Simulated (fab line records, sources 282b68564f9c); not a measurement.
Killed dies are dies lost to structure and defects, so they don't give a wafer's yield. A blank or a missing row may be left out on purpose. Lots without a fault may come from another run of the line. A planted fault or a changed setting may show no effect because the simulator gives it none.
A struck lot beside a sound one | flow rit_cmos | 45 steps out of a route of 202
Sound: wafers L900.2, L900.3, L900.6. Struck: wafers L909.3, L909.5, L909.6. The cause comes at the end.
At each step with rows: each side's tool, then ch and its chambers, then its first start. Under that, the readings that differ: sound wafers | struck wafers | difference of the means | sigmas: that difference in standard deviations of wafers without a fault.
alike: readings whose means differ by less than 2 such deviations, and words and numbers that are the same on both sides. not compared: withheld readings, readings that some wafer has no value for, bounds like >300 that may hide the same value, and numbers for which the record gives no deviation and whose values overlap.
The two part at a step that has a row with sigmas, a row that says differs or no value, or rows on one side only. Numbers that don't overlap but have no deviation are shown without sigmas and don't part them. A reading that every wafer of one side lacks parts them only if that side has two wafers or more.

first, 4 steps without rows for these wafers: RIT_PLDD_SOFTBAKE_02 (time 60 s); RIT_PLDD_EXPOSE_03 (exposes mask M8, target cd 40900 nm); RIT_PLDD_PEB_04; RIT_PLDD_DEVELOP_05 (develop time 50 s).
RIT_PLDD_OVL_MEAS_06:
  sound on overlay-01, day 3 05:51; struck on overlay-02, day 4 23:47
  alike: PLDD_OVL
then, 2 steps without rows for these wafers: RIT_PLDD_HARDBAKE_07 (time 60 s); RIT_PLDD_IMPLANT_08.
RIT_PLDD_STRIP_09: strips in O2, time 180 s.
  sound on plasma_asher-02 ch 0,1, day 3 06:11; struck on plasma_asher-03 ch 0,1, day 5 00:10
  alike: drypump_motor_current_A
  not compared: rf_hours_counter_h
RIT_PLDD_TW_MEAS_10:
  sound on film_metro-01, day 3 06:22; struck on film_metro-02, day 5 00:19
  alike: PLDD_TW
then, 3 steps without rows for these wafers: RIT_SPACER_CLEAN_00 (cleans in SC1, time 600 s); RIT_SPACER_CLEAN_01 (cleans in dHF, time 30 s); RIT_SPACER_CLEAN_02 (cleans in SC2, time 600 s).
RIT_SPACER_CVD_03: deposits Si3N4 from SiH2Cl2/NH3, target thk 250 nm, time 3300 s.
  sound on lpcvd-02 ch 0, day 3 06:47; struck on lpcvd-02 ch 0, day 5 00:43
  reading                                  | sound             | struck           | difference | sigmas
  model.Si3N4_of_SPACER_CVD_03.thk_nm (nm) | 247.9 247.7 245.1 | 82.08 82.1 82.13 | -164.80    |
  alike: pressure_mtorr, zone_power_load_pct, zone_power_source_pct
RIT_SPACER_THK_MEAS_04:
  sound on film_metro-04, day 3 08:43; struck on film_metro-04, day 5 02:39
  reading                 | sound             | struck         | difference | sigmas
  SPACER_NITRIDE_THK (nm) | 247.7 247.6 245.1 | 82.1 82.1 82.1 | -164.7     | -82
RIT_SPACER_ETCHBACK_05: etches Si3N4 in SF6/CHF3, stops on SiO2, target depth 250 nm, time 240 s.
  sound on rie_diel-04 ch 0,2,3, day 3 08:46; struck on rie_diel-01 ch 0,1,2, day 5 02:41
  reading                  | sound             | struck            | difference | sigmas
  oes_product_au (a.u.)    | 0.843 0.864 0.842 | 0.425 0.434 0.425 | -0.422     | -30
  model.etch.depth_nm (nm) | 247.9 247.7 245.1 | 82.08 82.1 82.13  | -164.80    |
  alike: drypump_motor_current_A, throttle_valve_pct
  not compared: rf_hours_counter_h
then, 6 steps without rows for these wafers: RIT_NSD_HMDS_00 (prime time 60 s); RIT_NSD_COAT_01 (resist thk 1000 nm); RIT_NSD_SOFTBAKE_02 (time 60 s); RIT_NSD_EXPOSE_03 (exposes mask M9, target cd 40700 nm); RIT_NSD_PEB_04; RIT_NSD_DEVELOP_05 (develop time 50 s).
RIT_NSD_OVL_MEAS_06:
  sound on overlay-01, day 3 09:54; struck on overlay-01, day 5 03:47
  reading      | sound          | struck      | difference | sigmas
  NSD_OVL (nm) | -2.7 -0.4 -2.6 | 2.6 1.2 2.0 | +3.8       | +2
then, 2 steps without rows for these wafers: RIT_NSD_HARDBAKE_07 (time 60 s); RIT_NSD_IMPLANT_08.
RIT_NSD_STRIP_09: strips in O2, time 180 s.
  sound on plasma_asher-01 ch 0, day 3 10:14; struck on plasma_asher-03 ch 0,1, day 5 04:10
  alike: drypump_motor_current_A
  not compared: rf_hours_counter_h
RIT_NSD_TW_MEAS_10:
  sound on film_metro-02, day 3 10:25; struck on film_metro-01, day 5 04:18
  alike: NSD_TW
then, 6 steps without rows for these wafers: RIT_PSD_HMDS_00 (prime time 60 s); RIT_PSD_COAT_01 (resist thk 1000 nm); RIT_PSD_SOFTBAKE_02 (time 60 s); RIT_PSD_EXPOSE_03 (exposes mask M10, target cd 40900 nm); RIT_PSD_PEB_04; RIT_PSD_DEVELOP_05 (develop time 50 s).
RIT_PSD_OVL_MEAS_06:
  sound on overlay-01, day 3 11:26; struck on overlay-02, day 5 05:12
  alike: PSD_OVL
then, 2 steps without rows for these wafers: RIT_PSD_HARDBAKE_07 (time 60 s); RIT_PSD_IMPLANT_08.
RIT_PSD_STRIP_09: strips in O2, time 180 s.
  sound on plasma_asher-01 ch 0,1, day 3 11:46; struck on plasma_asher-01 ch 0,1, day 5 05:35
  alike: drypump_motor_current_A
  not compared: rf_hours_counter_h
RIT_PSD_TW_MEAS_10:
  sound on film_metro-01, day 3 11:58; struck on film_metro-02, day 5 05:43
  alike: PSD_TW
then, 3 steps without rows for these wafers: RIT_SDANNEAL_CLEAN_00 (cleans in SC1, time 600 s); RIT_SDANNEAL_CLEAN_01 (cleans in dHF, time 30 s); RIT_SDANNEAL_CLEAN_02 (cleans in SC2, time 600 s).
RIT_SDANNEAL_RTA_03: time 5 s.
  sound on rtp_anneal-01 ch 0, day 3 12:44; struck on rtp_anneal-02 ch 0, day 5 06:09
  alike: wafer_temp_C_max
RIT_SDANNEAL_RS_MEAS_04: measures by four-point-probe.
  sound on film_metro-02, day 3 12:48; struck on film_metro-01, day 5 06:14
  alike: PSD_RS
RIT_SILICIDE_WET_ETCH_00: etches SiO2 in BOE, target depth 14 nm, time 15 s.
  sound on wet_bench-02 ch 0, day 3 13:16; struck on wet_bench-02 ch 1, day 5 06:40
  reading                                  | sound           | struck           | difference | sigmas
  model.Si3N4_of_SPACER_CVD_03.thk_nm (nm) | 191.2 193.3 190 | 63.08 62.98 63.3 | -128.38    |
  alike: bath_heat_duty_pct
RIT_M1_BOW_MEAS_16:
  sound on film_metro-01, day 3 20:07; struck on film_metro-02, day 5 13:22
  reading     | sound    | struck    | difference | sigmas
  M1_BOW (um) | 18 20 13 | -11 -10 1 | -24        | -4
RIT_M1_PROBE_99:
  sound on prober-02, day 3 20:16; struck on prober-01, day 5 13:32
  reading                             | sound             | struck            | difference | sigmas
  model.etest.pldd.rs_ohm_sq          | 510.1 528.3 518.1 | 114 107.1 140.8   | -398       |
  model.etest.nldd.rs_ohm_sq          | 381.3 382 379.3   | 102.4 97.9 119.8  | -274.2     |
  model.etest.nplus_sal.width_nm (nm) | 3472 3441 3453    | 3674 3670 3680    | +219       |
  model.etest.pplus_sal.width_nm (nm) | 3481 3449 3445    | 3656 3692 3685    | +219       |
  model.etest.nldd.width_nm (nm)      | 3179 3170 3164    | 3338 3333 3344    | +167       |
  model.etest.pldd.width_nm (nm)      | 3168 3177 3172    | 3314 3344 3337    | +159       |
  model.etest.pwell_pinched.rs_ohm_sq | 453.3 456.6 463.1 | 594 601.3 591.4   | +138       |
  model.etest.pldd.line_ohm_um        | 158.3 166.7 165.3 | 33.73 32.27 41.98 | -127.44    |

WHERE THEY PART
First at RIT_SPACER_THK_MEAS_04; last, within this record, at RIT_M1_BOW_MEAS_16.

WHY: what the simulator had put in
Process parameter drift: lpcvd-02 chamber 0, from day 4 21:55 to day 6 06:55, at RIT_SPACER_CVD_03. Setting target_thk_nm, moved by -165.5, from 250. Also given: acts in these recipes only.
